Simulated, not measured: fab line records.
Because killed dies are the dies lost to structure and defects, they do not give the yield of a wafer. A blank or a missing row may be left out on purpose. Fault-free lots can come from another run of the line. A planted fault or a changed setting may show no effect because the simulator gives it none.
Split-lot trial || flow rit-cmos || 5 lots, 23 wafers read, on a route of 202 steps

## THE SPLIT
At RIT_ACTIVE_CVD_03 (deposits Si3N4 from SiH2Cl2/NH3, target thk 150 nm, time 1500 s), the setting time-s was moved away from the recipe's 1500 s on 5 of the 23 wafers read, by +6.0%. For the rest of the wafers, this setting stayed at what the recipe calls for.

The file shows no step between the split and the reading.

## THE READING
ACTIVE_NITRIDE_THK in nanometres, read at RIT_ACTIVE_THK_MEAS_04. A value of 150.7 nm with a standard deviation of 1.2 nm is what fault-free wafers of this fab line usually give.

{"wafer": "L074.1", "tool, chamber at the split": "-, -", "time-s as run, s": 1500, "against the recipe": "recipe", "ACTIVE_NITRIDE_THK, nm": 150.7, "against lot-mates on the recipe": "-"}
{"wafer": "L074.2", "tool, chamber at the split": "-, -", "time-s as run, s": 1500, "against the recipe": "recipe", "ACTIVE_NITRIDE_THK, nm": 150.5, "against lot-mates on the recipe": "-"}
{"wafer": "L074.3", "tool, chamber at the split": "-, -", "time-s as run, s": 1500, "against the recipe": "recipe", "ACTIVE_NITRIDE_THK, nm": 150.8, "against lot-mates on the recipe": "-"}
{"wafer": "L074.4", "tool, chamber at the split": "-, -", "time-s as run, s": 1500, "against the recipe": "recipe", "ACTIVE_NITRIDE_THK, nm": 151.3, "against lot-mates on the recipe": "-"}
{"wafer": "L074.5", "tool, chamber at the split": "-, -", "time-s as run, s": 1500, "against the recipe": "recipe", "ACTIVE_NITRIDE_THK, nm": 150.2, "against lot-mates on the recipe": "-"}
{"wafer": "L078.1", "tool, chamber at the split": "-, -", "time-s as run, s": 1500, "against the recipe": "recipe", "ACTIVE_NITRIDE_THK, nm": 151.1, "against lot-mates on the recipe": "-"}
{"wafer": "L078.3", "tool, chamber at the split": "-, -", "time-s as run, s": 1500, "against the recipe": "recipe", "ACTIVE_NITRIDE_THK, nm": 150.8, "against lot-mates on the recipe": "-"}
{"wafer": "L078.4", "tool, chamber at the split": "-, -", "time-s as run, s": 1500, "against the recipe": "recipe", "ACTIVE_NITRIDE_THK, nm": 150.1, "against lot-mates on the recipe": "-"}
{"wafer": "L078.5", "tool, chamber at the split": "-, -", "time-s as run, s": 1500, "against the recipe": "recipe", "ACTIVE_NITRIDE_THK, nm": 151.4, "against lot-mates on the recipe": "-"}
{"wafer": "L078.6", "tool, chamber at the split": "-, -", "time-s as run, s": 1500, "against the recipe": "recipe", "ACTIVE_NITRIDE_THK, nm": 151.5, "against lot-mates on the recipe": "-"}
{"wafer": "L079.1", "tool, chamber at the split": "-, -", "time-s as run, s": 1500, "against the recipe": "recipe", "ACTIVE_NITRIDE_THK, nm": 151.8, "against lot-mates on the recipe": "-"}
{"wafer": "L079.2", "tool, chamber at the split": "-, -", "time-s as run, s": 1500, "against the recipe": "recipe", "ACTIVE_NITRIDE_THK, nm": 151.9, "against lot-mates on the recipe": "-"}
{"wafer": "L079.4", "tool, chamber at the split": "-, -", "time-s as run, s": 1500, "against the recipe": "recipe", "ACTIVE_NITRIDE_THK, nm": 150.5, "against lot-mates on the recipe": "-"}
{"wafer": "L079.5", "tool, chamber at the split": "-, -", "time-s as run, s": 1500, "against the recipe": "recipe", "ACTIVE_NITRIDE_THK, nm": 152.2, "against lot-mates on the recipe": "-"}
{"wafer": "L079.6", "tool, chamber at the split": "-, -", "time-s as run, s": 1500, "against the recipe": "recipe", "ACTIVE_NITRIDE_THK, nm": 152.3, "against lot-mates on the recipe": "-"}
{"wafer": "L083.1", "tool, chamber at the split": "-, -", "time-s as run, s": 1590, "against the recipe": "+6.0%", "ACTIVE_NITRIDE_THK, nm": 157.9, "against lot-mates on the recipe": "no lot-mate on the recipe"}
{"wafer": "L083.2", "tool, chamber at the split": "-, -", "time-s as run, s": 1590, "against the recipe": "+6.0%", "ACTIVE_NITRIDE_THK, nm": 157.6, "against lot-mates on the recipe": "no lot-mate on the recipe"}
{"wafer": "L083.3", "tool, chamber at the split": "-, -", "time-s as run, s": 1590, "against the recipe": "+6.0%", "ACTIVE_NITRIDE_THK, nm": 158.4, "against lot-mates on the recipe": "no lot-mate on the recipe"}
{"wafer": "L083.4", "tool, chamber at the split": "-, -", "time-s as run, s": 1590, "against the recipe": "+6.0%", "ACTIVE_NITRIDE_THK, nm": 156.2, "against lot-mates on the recipe": "no lot-mate on the recipe"}
{"wafer": "L083.5", "tool, chamber at the split": "-, -", "time-s as run, s": 1590, "against the recipe": "+6.0%", "ACTIVE_NITRIDE_THK, nm": 158.4, "against lot-mates on the recipe": "no lot-mate on the recipe"}
{"wafer": "L084.2", "tool, chamber at the split": "lpcvd-01, 1", "time-s as run, s": 1500, "against the recipe": "recipe", "ACTIVE_NITRIDE_THK, nm": 150.7, "against lot-mates on the recipe": "-"}
{"wafer": "L084.4", "tool, chamber at the split": "lpcvd-01, 1", "time-s as run, s": 1500, "against the recipe": "recipe", "ACTIVE_NITRIDE_THK, nm": 150.5, "against lot-mates on the recipe": "-"}
{"wafer": "L084.6", "tool, chamber at the split": "lpcvd-01, 1", "time-s as run, s": 1500, "against the recipe": "recipe", "ACTIVE_NITRIDE_THK, nm": 150.8, "against lot-mates on the recipe": "-"}

FIT RESULTS
A straight line over all 23 wafers: ACTIVE_NITRIDE_THK changes by +1.11 nm for each +1% of time-s; r = +0.97; the points scatter about the line by 0.72 nm.
Too few moved wafers have a lot-mate on the recipe to fit a line with each lot's own level taken away.

## THE WHOLE CHAIN: every reading that the file lists as answering this split, in the file's order
{"step": "RIT_ACTIVE_CVD_03", "what it does": "deposits Si3N4 from SiH2Cl2/NH3, target thk 150 nm, time 1500 s", "reading": "Si3N4_of_ACTIVE_CVD_03.thk-nm (the simulator's own value, which no gauge read)", "change (the file's fit)": "+1.11 nm for each +1% of the setting", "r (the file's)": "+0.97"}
{"step": "RIT_ACTIVE_THK_MEAS_04", "what it does": "", "reading": "ACTIVE_NITRIDE_THK", "change (the file's fit)": "+1.11 for each +1% of the setting", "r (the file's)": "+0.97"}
{"step": "RIT_ACTIVE_ETCH_13", "what it does": "etches Si3N4 in SF6, stops on SiO2, time 210 s, target depth 210 nm", "reading": "etch.depth-nm (the simulator's own value, which no gauge read)", "change (the file's fit)": "+1.11 nm for each +1% of the setting", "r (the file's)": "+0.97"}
{"step": "RIT_FOX1_OXIDATION_00", "what it does": "target thk 350.7 nm, ox time 1130 s", "reading": "Si3N4_of_ACTIVE_CVD_03.thk-nm (the simulator's own value, which no gauge read)", "change (the file's fit)": "+1.21 nm for each +1% of the setting", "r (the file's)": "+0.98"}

## FILE'S OWN FIT
ACTIVE_NITRIDE_THK changes by +1.11 nm for each +1% of time-s, r = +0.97.
